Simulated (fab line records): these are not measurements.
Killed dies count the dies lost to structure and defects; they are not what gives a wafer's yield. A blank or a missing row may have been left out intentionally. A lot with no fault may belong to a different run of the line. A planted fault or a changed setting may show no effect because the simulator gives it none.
Which tool was responsible? / flow berkeleyCmos170 / Sampling: 14 lots, 42 wafers, 4 of 331 route steps

WHAT EACH GAUGE READ, for each wafer
UCB170_NWELL_TW_MEAS_16.
lot=L991; measured=day 2 11:49; on=filmMetro-02; NWELL_TW=1231 1238 1236
lot=L993; measured=day 2 21:33; on=filmMetro-04; NWELL_TW=1236 1236 1240
lot=L994; measured=day 3 03:33; on=filmMetro-01; NWELL_TW=1220 1223 1223
lot=L995; measured=day 3 08:35; on=filmMetro-04; NWELL_TW=1251 1243 1241
lot=L996; measured=day 3 15:53; on=filmMetro-02; NWELL_TW=1235 1239 1244
lot=L100; measured=day 4 13:41; on=filmMetro-01; NWELL_TW=1374 1368 1371
lot=L102; measured=day 4 22:17; on=filmMetro-04; NWELL_TW=1396 1392 1403
lot=L106; measured=day 5 14:53; on=filmMetro-04; NWELL_TW=1255 1264 1258
lot=L108; measured=day 6 05:37; on=filmMetro-01; NWELL_TW=1237 1224 1230
lot=L109; measured=day 6 05:44; on=filmMetro-02; NWELL_TW=1232 1230 1234
lot=L110; measured=day 6 10:08; on=filmMetro-04; NWELL_TW=1256 1258 1263
lot=L111; measured=day 6 18:30; on=filmMetro-01; NWELL_TW=1240 1244 1229
lot=L112; measured=day 6 18:43; on=filmMetro-02; NWELL_TW=1225 1234 1230
lot=L113; measured=day 7 04:55; on=filmMetro-02; NWELL_TW=1241 1243 1234

UCB170_M3_BOW_MEAS_20.
lot=L991; measured=day 7 15:53; on=filmMetro-03; M3_BOW (um)=52 35 36
lot=L993; measured=day 8 06:11; on=filmMetro-03; M3_BOW (um)=43 47 34
lot=L994; measured=day 8 06:40; on=filmMetro-03; M3_BOW (um)=36 36 40
lot=L995; measured=day 8 16:58; on=filmMetro-02; M3_BOW (um)=45 32 30
lot=L996; measured=day 9 05:40; on=filmMetro-04; M3_BOW (um)=38 36 39
lot=L100; measured=day 9 19:19; on=filmMetro-03; M3_BOW (um)=38 36 34
lot=L102; measured=day 10 02:49; on=filmMetro-03; M3_BOW (um)=33 27 25
lot=L106; measured=day 10 19:28; on=filmMetro-02; M3_BOW (um)=40 30 33
lot=L108; measured=day 11 05:22; on=filmMetro-02; M3_BOW (um)=32 26 27
lot=L109; measured=day 11 05:53; on=filmMetro-04; M3_BOW (um)=44 32 43
lot=L110; measured=day 11 17:35; on=filmMetro-04; M3_BOW (um)=31 41 37
lot=L111; measured=day 12 05:02; on=filmMetro-04; M3_BOW (um)=38 37 31
lot=L112; measured=day 12 06:13; on=filmMetro-04; M3_BOW (um)=33 24 44
lot=L113; measured=day 12 04:38; on=filmMetro-03; M3_BOW (um)=40 27 36

WHAT TOOL EACH LOT RAN ON (gives the tool, then ch and the chambers of the sampled wafers, and finally the start)
lot=L991; UCB170_NWELL_IMPLANT_14=implanter-02 ch 0, day 2 11:35; UCB170_M3_ETCH_17=rieDiel-04 ch 1,2,3, day 7 15:25
lot=L993; UCB170_NWELL_IMPLANT_14=implanter-03 ch 0, day 2 21:18; UCB170_M3_ETCH_17=rieDiel-03 ch 1,3, day 8 05:44
lot=L994; UCB170_NWELL_IMPLANT_14=implanter-04 ch 0, day 3 03:19; UCB170_M3_ETCH_17=rieDiel-04 ch 0,1,3, day 8 06:12
lot=L995; UCB170_NWELL_IMPLANT_14=implanter-04 ch 0, day 3 08:22; UCB170_M3_ETCH_17=rieDiel-03 ch 0,2, day 8 16:29
lot=L996; UCB170_NWELL_IMPLANT_14=implanter-03 ch 0, day 3 15:39; UCB170_M3_ETCH_17=rieDiel-01 ch 0,3, day 9 05:05
lot=L100; UCB170_NWELL_IMPLANT_14=implanter-03 ch 0, day 4 13:28; UCB170_M3_ETCH_17=rieDiel-04 ch 1,2, day 9 18:50
lot=L102; UCB170_NWELL_IMPLANT_14=implanter-03 ch 0, day 4 21:59; UCB170_M3_ETCH_17=rieDiel-03 ch 0,3, day 10 02:21
lot=L106; UCB170_NWELL_IMPLANT_14=implanter-04 ch 0, day 5 14:39; UCB170_M3_ETCH_17=rieDiel-03 ch 1,2,3, day 10 18:59
lot=L108; UCB170_NWELL_IMPLANT_14=implanter-02 ch 0, day 6 05:22; UCB170_M3_ETCH_17=rieDiel-01 ch 0,1, day 11 04:55
lot=L109; UCB170_NWELL_IMPLANT_14=implanter-04 ch 0, day 6 05:29; UCB170_M3_ETCH_17=rieDiel-01 ch 0,1,2, day 11 05:26
lot=L110; UCB170_NWELL_IMPLANT_14=implanter-04 ch 0, day 6 09:53; UCB170_M3_ETCH_17=rieDiel-01 ch 1,3, day 11 17:08
lot=L111; UCB170_NWELL_IMPLANT_14=implanter-04 ch 0, day 6 18:15; UCB170_M3_ETCH_17=rieDiel-01 ch 1,3, day 12 04:35
lot=L112; UCB170_NWELL_IMPLANT_14=implanter-02 ch 0, day 6 18:29; UCB170_M3_ETCH_17=rieDiel-04 ch 0,1,2, day 12 05:44
lot=L113; UCB170_NWELL_IMPLANT_14=implanter-02 ch 0, day 7 04:40; UCB170_M3_ETCH_17=rieDiel-03 ch 0,1, day 12 04:11
- UCB170_NWELL_IMPLANT_14
- UCB170_M3_ETCH_17: etches BARC in N2/H2.

AS READ BY THE TOOLS THEMSELVES (means over the sampled wafers that have a number; for cases with no such wafer, the mark the record gives instead)
UCB170_NWELL_IMPLANT_14.
lot=L991; tool=implanter-02; doseIonsCm2=1.0007e+13; faradayCurrentUA=31.4; tiltDeg (degrees)=6.966
lot=L993; tool=implanter-03; doseIonsCm2=9.9987e+12; faradayCurrentUA=31.9; tiltDeg (degrees)=6.998
lot=L994; tool=implanter-04; doseIonsCm2=9.9993e+12; faradayCurrentUA=31.8; tiltDeg (degrees)=7.005
lot=L995; tool=implanter-04; doseIonsCm2=1.0011e+13; faradayCurrentUA=31.7; tiltDeg (degrees)=7.002
lot=L996; tool=implanter-03; doseIonsCm2=1.0012e+13; faradayCurrentUA=32.0; tiltDeg (degrees)=6.986
lot=L100; tool=implanter-03; doseIonsCm2=1.4213e+13; faradayCurrentUA=45.6; tiltDeg (degrees)=7.014
lot=L102; tool=implanter-03; doseIonsCm2=1.4186e+13; faradayCurrentUA=45.5; tiltDeg (degrees)=6.994
lot=L106; tool=implanter-04; doseIonsCm2=9.9997e+12; faradayCurrentUA=31.9; tiltDeg (degrees)=6.989
lot=L108; tool=implanter-02; doseIonsCm2=1.0010e+13; faradayCurrentUA=31.6; tiltDeg (degrees)=7.016
lot=L109; tool=implanter-04; doseIonsCm2=9.9860e+12; faradayCurrentUA=31.6; tiltDeg (degrees)=7.007
lot=L110; tool=implanter-04; doseIonsCm2=1.0004e+13; faradayCurrentUA=31.6; tiltDeg (degrees)=6.991
lot=L111; tool=implanter-04; doseIonsCm2=9.9963e+12; faradayCurrentUA=31.1; tiltDeg (degrees)=7.015
lot=L112; tool=implanter-02; doseIonsCm2=1.0014e+13; faradayCurrentUA=31.6; tiltDeg (degrees)=6.977
lot=L113; tool=implanter-02; doseIonsCm2=9.9893e+12; faradayCurrentUA=31.5; tiltDeg (degrees)=7.042

UCB170_M3_ETCH_17.
lot=L991; tool=rieDiel-04; drypumpMotorCurrentA (A)=5.7; oesProductAu (a.u.)=0.98; throttleValvePct (%)=13.22
lot=L993; tool=rieDiel-03; drypumpMotorCurrentA (A)=5.2; oesProductAu (a.u.)=1.03; throttleValvePct (%)=13.18
lot=L994; tool=rieDiel-04; drypumpMotorCurrentA (A)=5.5; oesProductAu (a.u.)=0.99; throttleValvePct (%)=13.27
lot=L995; tool=rieDiel-03; drypumpMotorCurrentA (A)=5.9; oesProductAu (a.u.)=0.98; throttleValvePct (%)=13.29
lot=L996; tool=rieDiel-01; drypumpMotorCurrentA (A)=5.5; oesProductAu (a.u.)=0.98; throttleValvePct (%)=13.25
lot=L100; tool=rieDiel-04; drypumpMotorCurrentA (A)=5.9; oesProductAu (a.u.)=0.99; throttleValvePct (%)=13.00
lot=L102; tool=rieDiel-03; drypumpMotorCurrentA (A)=5.7; oesProductAu (a.u.)=0.98; throttleValvePct (%)=13.32
lot=L106; tool=rieDiel-03; drypumpMotorCurrentA (A)=5.3; oesProductAu (a.u.)=1.03; throttleValvePct (%)=13.18
lot=L108; tool=rieDiel-01; drypumpMotorCurrentA (A)=5.4; oesProductAu (a.u.)=0.99; throttleValvePct (%)=13.48
lot=L109; tool=rieDiel-01; drypumpMotorCurrentA (A)=5.2; oesProductAu (a.u.)=0.98; throttleValvePct (%)=13.40
lot=L110; tool=rieDiel-01; drypumpMotorCurrentA (A)=6.0; oesProductAu (a.u.)=1.00; throttleValvePct (%)=13.55
lot=L111; tool=rieDiel-01; drypumpMotorCurrentA (A)=6.0; oesProductAu (a.u.)=0.99; throttleValvePct (%)=13.55
lot=L112; tool=rieDiel-04; drypumpMotorCurrentA (A)=5.6; oesProductAu (a.u.)=0.99; throttleValvePct (%)=13.04
lot=L113; tool=rieDiel-03; drypumpMotorCurrentA (A)=5.9; oesProductAu (a.u.)=0.98; throttleValvePct (%)=13.30

THE ANSWER, worked out from the rows above alone
Rule: the usual values come from the lots themselves. Put in order of their means at a reading, lots are off if they are a third of the lots or fewer, leave a main group of 4 or more, and stand apart from it by a gap of 3 or more times the standard deviation of the main group's means; of several such gaps the widest counts. A main group whose means are all the same, to the digits that the tables above print for the reading, isn't used. Also off: a lot with no number at a reading for which 4 or more lots have one. Where the step has rows for the other lots, those lots are counted as sound. Order of review: gauges by route order, followed by the tools' own readings, for which a lot's mean as printed above is used. The first step at which some lot is off is used, and at that step the reading that is off furthest; a lot without a number counts as furthest.
Off: L100, L102, at UCB170_NWELL_TW_MEAS_16 (NWELL_TW). For the main group the mean is 1239 and the standard deviation 11.
A tool fits if, at a process step before that reading, it ran every lot that is off, and no sound lot after the first of them. The gauges at UCB170_NWELL_TW_MEAS_16 aren't tried: what is off there is off at UCB170_NWELL_IMPLANT_14 too, on other tools, and a gauge's error can't cause that. One fits: implanter-03 at UCB170_NWELL_IMPLANT_14. Its last sound lot is L996 (day 3 15:39), its first lot that is off L100 (day 4 13:28): a fault that began between those two fits.
The tool's own readings at UCB170_NWELL_IMPLANT_14 bear it out: on the lots that are off they differ by more than 5 times the standard deviation of the sound lots' means. doseIonsCm2 reads 1.4200e+13 there against 1.0002e+13 on the sound lots; faradayCurrentUA reads 45.5 there against 31.6 on the sound lots.

WHAT THE SIMULATOR HAD INSERTED
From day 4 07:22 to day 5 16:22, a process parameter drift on implanter-03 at UCB170_NWELL_IMPLANT_14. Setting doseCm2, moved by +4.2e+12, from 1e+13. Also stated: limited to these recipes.
Struck lots among those shown: L100, L102. The rule above found the same.
